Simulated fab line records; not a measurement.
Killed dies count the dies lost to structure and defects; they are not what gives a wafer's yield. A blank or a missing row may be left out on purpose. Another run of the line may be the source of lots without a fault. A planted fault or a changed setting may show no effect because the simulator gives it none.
A struck lot beside a sound one :: flow berkeley cmos170 :: 14 steps out of a route of 331
Sound: the wafers L757.1, L757.2, L757.3. The struck wafers were L746.3, L746.4, L746.5. The cause is given at the end.
At each step with rows: each side's tool, then ch and its chambers, then its first start. Under that, the readings that differ: sound wafers :: struck wafers :: difference of the means :: sigmas: that difference in standard deviations of wafers without a fault.
alike: readings whose means differ by less than 2 such deviations, and words and numbers that are the same on both sides. not compared: withheld readings, readings that some wafer has no value for, bounds like >300 that may hide the same value, and numbers for which the record gives no deviation and whose values overlap.
The two part at a step that has a row with sigmas, a row that says differs or no value, or rows on one side only. Numbers that don't overlap but have no deviation are shown without sigmas and don't part them. A reading that every wafer of one side lacks parts them only if that side has two wafers or more.

first, 1 step without rows for these wafers: UCB170_PLDD_DEVELOP_05 (develop time 45 s).
UCB170_PLDD_CD_MEAS_06: target cd 1200 nm.
  sound on cd sem-01 at day 12 18:38; struck on cd sem-02 at day 10 18:23
  alike: cd nm
UCB170_PLDD_OVL_MEAS_07:
  sound on overlay-01 at day 12 18:45; struck on overlay-02 at day 10 18:29
  alike: PLDD_OVL
then, 2 steps without rows for these wafers: UCB170_PLDD_IMPLANT_08; UCB170_PLDD_IMPLANT_09.
UCB170_PLDD_STRIP_10: strips in O2.
  sound on plasma asher-02 ch 0,1, day 12 19:05; struck on plasma asher-04 ch 0,1, day 10 18:50
  alike: drypump motor current A, o2 flow sccm, oes product au, strip time to endpoint s
  not compared: rf hours counter h
UCB170_PLDD_TW_MEAS_11:
  sound on film metro-04 at day 12 19:11; struck on film metro-03 at day 10 18:55
  alike: PLDD_TW
then, 5 steps without rows for these wafers: UCB170_PLDD_CLEAN_12 (cleans in SPM, time 600 s); UCB170_NLDD_HMDS_00 (prime time 60 s); UCB170_NLDD_COAT_01 (resist thk 900 nm); UCB170_NLDD_SOFTBAKE_02 (time 60 s); UCB170_NLDD_EXPOSE_03 (exposes mask NSELECT, target cd 1200 nm).
UCB170_NLDD_PEB_04:
  sound on litho track-03 ch 0, day 12 20:25; struck on litho track-02, day 10 20:10
  no value came back on the struck wafers for any of 5 readings (chill plate temp C (C), exhaust pa (Pa) and others); on the sound wafers chill plate temp C (C) reads 22.94 22.86 23.03
then, 1 step without rows for these wafers: UCB170_NLDD_DEVELOP_05 (develop time 45 s).

WHERE THEY PART
Only at UCB170_NLDD_PEB_04, as far as this record shows.

WHY: what had been put in by the simulator
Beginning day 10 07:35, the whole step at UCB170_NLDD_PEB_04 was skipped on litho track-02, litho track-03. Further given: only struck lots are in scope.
